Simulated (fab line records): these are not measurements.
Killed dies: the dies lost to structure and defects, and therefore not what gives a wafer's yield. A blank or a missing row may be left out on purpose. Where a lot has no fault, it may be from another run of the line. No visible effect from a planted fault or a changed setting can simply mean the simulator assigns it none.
Split-lot study    flow berkeley_cmos170    23 wafers read from 5 lots, route of 331 steps

ABOUT THE SPLIT
At UCB170_FIELD_OXIDATION_01 (target thk 558.3 nm, ox time 7200 s), the setting ox_time_s was moved away from the recipe's 7200 s on 15 of the 23 wafers read, by -11.3% to +8.7%. For the rest of the wafers, this setting stayed at what the recipe calls for.

FROM THE SPLIT TO THE READING: what the file shows between them, 7 steps
- UCB170_FIELD_THK_MEAS_02
- UCB170_FIELD_WET_ETCH_06: etches SiO2 in BOE, time 22 s (also split here: time_s)
- UCB170_FIELD_THK_MEAS_90
- UCB170_PVT_IMPLANT_07 (also split here: dose_cm2)
- UCB170_PVT_STRIP_08: strips in O2 (also split here: o2_flow_sccm)
- UCB170_PVT_TW_MEAS_09
- UCB170_GATE_WET_ETCH_00: etches SiO2 in dHF, time 200 s

THE READING
FIELD_OXIDE_LEFT_2_THK, in nm, at UCB170_FIELD_THK_MEAS_91. Typical for fault-free wafers on this fab line: 353 nm, with standard deviation 13 nm.

wafer   tool, chamber at the split  ox_time_s as run, s  against the recipe  FIELD_OXIDE_LEFT_2_THK, nm  against lot-mates on the recipe
L079.1  furnace-04, 0               7200                 recipe              344                         -
L079.3  furnace-04, 0               7200                 recipe              352                         -
L079.4  furnace-04, 0               7200                 recipe              350                         -
L081.1  -, -                        7825                 +8.7%               382                         no lot-mate on the recipe
L081.2  -, -                        7825                 +8.7%               380                         no lot-mate on the recipe
L081.4  -, -                        7825                 +8.7%               371                         no lot-mate on the recipe
L081.5  -, -                        7825                 +8.7%               375                         no lot-mate on the recipe
L081.6  -, -                        7825                 +8.7%               379                         no lot-mate on the recipe
L082.1  -, -                        7200                 recipe              353                         -
L082.2  -, -                        7200                 recipe              359                         -
L082.4  -, -                        7200                 recipe              359                         -
L082.5  -, -                        7200                 recipe              354                         -
L082.6  -, -                        7200                 recipe              353                         -
L084.2  -, -                        6511                 -9.6%               304                         no lot-mate on the recipe
L084.3  -, -                        6511                 -9.6%               302                         no lot-mate on the recipe
L084.4  -, -                        6511                 -9.6%               301                         no lot-mate on the recipe
L084.5  -, -                        6511                 -9.6%               301                         no lot-mate on the recipe
L084.6  -, -                        6511                 -9.6%               302                         no lot-mate on the recipe
L085.1  -, -                        6383                 -11.3%              296                         no lot-mate on the recipe
L085.2  -, -                        6383                 -11.3%              294                         no lot-mate on the recipe
L085.3  -, -                        6383                 -11.3%              299                         no lot-mate on the recipe
L085.4  -, -                        6383                 -11.3%              287                         no lot-mate on the recipe
L085.5  -, -                        6383                 -11.3%              287                         no lot-mate on the recipe

FIT RESULTS
A straight line over all 23 wafers: FIELD_OXIDE_LEFT_2_THK changes by +4.38 nm for each +1% of ox_time_s; r = +0.98; the points scatter about the line by 7.1 nm.
Too few moved wafers with a lot-mate on the recipe to fit a line net of each lot's own level.

THE WHOLE CHAIN: every reading that the file lists as answering this split, in the file's order
step                       what it does                         reading                                                                             change (the file's fit)               r (the file's)
UCB170_FIELD_OXIDATION_01  target thk 558.3 nm, ox time 7200 s  SiO2_of_FIELD_OXIDATION_01.thk_nm (the simulator's own value, which no gauge read)  +4.49 nm for each +1% of the setting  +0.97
UCB170_FIELD_THK_MEAS_02                                        FIELD_OXIDE_THK                                                                     +4.48 for each +1% of the setting     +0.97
UCB170_FIELD_WET_ETCH_06   etches SiO2 in BOE, time 22 s        SiO2_of_FIELD_OXIDATION_01.thk_nm (the simulator's own value, which no gauge read)  +4.32 nm for each +1% of the setting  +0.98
UCB170_FIELD_THK_MEAS_90                                        FIELD_OXIDE_LEFT_1_THK                                                              +4.32 for each +1% of the setting     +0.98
UCB170_FIELD_THK_MEAS_91                                        FIELD_OXIDE_LEFT_2_THK                                                              +4.38 for each +1% of the setting     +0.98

THE FILE'S OWN FIT
FIELD_OXIDE_LEFT_2_THK changes by +4.38 nm for each +1% of ox_time_s, r = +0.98.
